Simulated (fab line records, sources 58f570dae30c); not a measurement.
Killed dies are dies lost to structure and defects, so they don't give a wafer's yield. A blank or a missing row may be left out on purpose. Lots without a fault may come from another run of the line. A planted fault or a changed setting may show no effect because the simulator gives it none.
Split-lot experiment | flow berkeley_cmos170 | 5 lots, 23 wafers read, on a route of 331 steps

THE SPLIT
At UCB170_SILICIDE_SPUTTER_01 (material Ti, target thk 30 nm, time 25 s), the setting time_s was moved away from the recipe's 25 s on 5 of the 23 wafers read, by -8.3% to +13.2%. The other wafers ran this setting at the recipe's value.

FROM THE SPLIT TO THE READING: what the file shows between them, 1 step
- UCB170_SILICIDE_RS_MEAS_02: measures by four-point-probe

THE READING
SILICIDE_TI_THK, in nm, at UCB170_SILICIDE_THK_MEAS_03 (measures by xrf). Fault-free wafers of this fab line usually give 30.50 nm, standard deviation 0.29 nm.

wafer  | tool, chamber at the split | time_s as run, s | against the recipe | SILICIDE_TI_THK, nm | against lot-mates on the recipe
L074.1 | pvd_sputter-04, -          | 25               | recipe             | 31.29               | -
L074.2 | pvd_sputter-04, -          | 25               | recipe             | 30.99               | -
L074.4 | pvd_sputter-04, -          | 22.92            | -8.3%              | 28.31               | -2.74
L074.5 | pvd_sputter-04, -          | 25               | recipe             | 30.86               | -
L074.6 | pvd_sputter-04, -          | 22.92            | -8.3%              | 28.15               | -2.90
L077.1 | pvd_sputter-03, -          | 25               | recipe             | 30.09               | -
L077.2 | pvd_sputter-03, -          | 28.29            | +13.2%             | 34.25               | +3.98
L077.3 | pvd_sputter-03, -          | 25               | recipe             | 30.46               | -
L077.5 | pvd_sputter-03, -          | 28.29            | +13.2%             | 34.10               | +3.83
L077.6 | pvd_sputter-03, -          | 28.29            | +13.2%             | 34.32               | +4.05
L079.3 | pvd_sputter-03, -          | 25               | recipe             | 30.41               | -
L079.4 | pvd_sputter-03, -          | 25               | recipe             | 30.12               | -
L079.5 | pvd_sputter-03, -          | 25               | recipe             | 30.24               | -
L081.1 | pvd_sputter-02, -          | 25               | recipe             | 30.53               | -
L081.2 | pvd_sputter-02, -          | 25               | recipe             | 30.41               | -
L081.3 | pvd_sputter-02, -          | 25               | recipe             | 30.66               | -
L081.4 | pvd_sputter-02, -          | 25               | recipe             | 30.89               | -
L081.6 | pvd_sputter-02, -          | 25               | recipe             | 30.54               | -
L080.1 | pvd_sputter-03, -          | 25               | recipe             | 30.17               | -
L080.3 | pvd_sputter-03, -          | 25               | recipe             | 30.13               | -
L080.4 | pvd_sputter-03, -          | 25               | recipe             | 30.09               | -
L080.5 | pvd_sputter-03, -          | 25               | recipe             | 29.85               | -
L080.6 | pvd_sputter-03, -          | 25               | recipe             | 30.26               | -

THE FIT
A straight line over all 23 wafers: SILICIDE_TI_THK changes by +0.282 nm for each +1% of time_s; r = +0.98; the points scatter about the line by 0.34 nm.
The same after taking each lot's own level away (the mean of its wafers on the recipe; 23 wafers): +0.309 nm for each +1%; r = +1.00; scatter 0.17 nm.
On that fit, the largest move of time_s shifts the reading by 4.1 nm.
The lots' own levels span 30.100 to 31.047 nm, that is 3.3 times the standard deviation above.
So the lot-to-lot level changes the slope little: the two slopes agree.
Check: with one of the wafers moved furthest among these (+13.2%) left out of the fit, the line predicts +4.06 nm for it against its lot-mates. It came out at +3.98 nm against them.

OTHER SPLITS ON THESE WAFERS
These wafers also went through other splits before the reading. Each is held against what the fit with the lots' levels taken away leaves over:
other split on the same wafers | wafers away from the commonest value | r with SILICIDE_TI_THK (lot level and that fit taken away)
UCB170_SDANNEAL_RTA_01 time_s  | 4                                    | -0.37

THE WHOLE CHAIN: every reading that the file lists as answering this split, in the file's order
step                        | what it does                             | reading                                                                           | change (the file's fit)               | r (the file's)
UCB170_SILICIDE_SPUTTER_01  | material Ti, target thk 30 nm, time 25 s | Ti_of_SILICIDE_SPUTTER_01.thk_nm (the simulator's own value, which no gauge read) | +0.306 nm for each +1% of the setting | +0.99
UCB170_SILICIDE_RS_MEAS_02  | measures by four-point-probe             | SILICIDE_TI_RS                                                                    | -0.298 for each +1% of the setting    | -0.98
UCB170_SILICIDE_THK_MEAS_03 | measures by xrf                          | SILICIDE_TI_THK                                                                   | +0.311 for each +1% of the setting    | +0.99

THE FILE'S OWN FIT
SILICIDE_TI_THK changes by +0.311 nm for each +1% of time_s, r = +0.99.
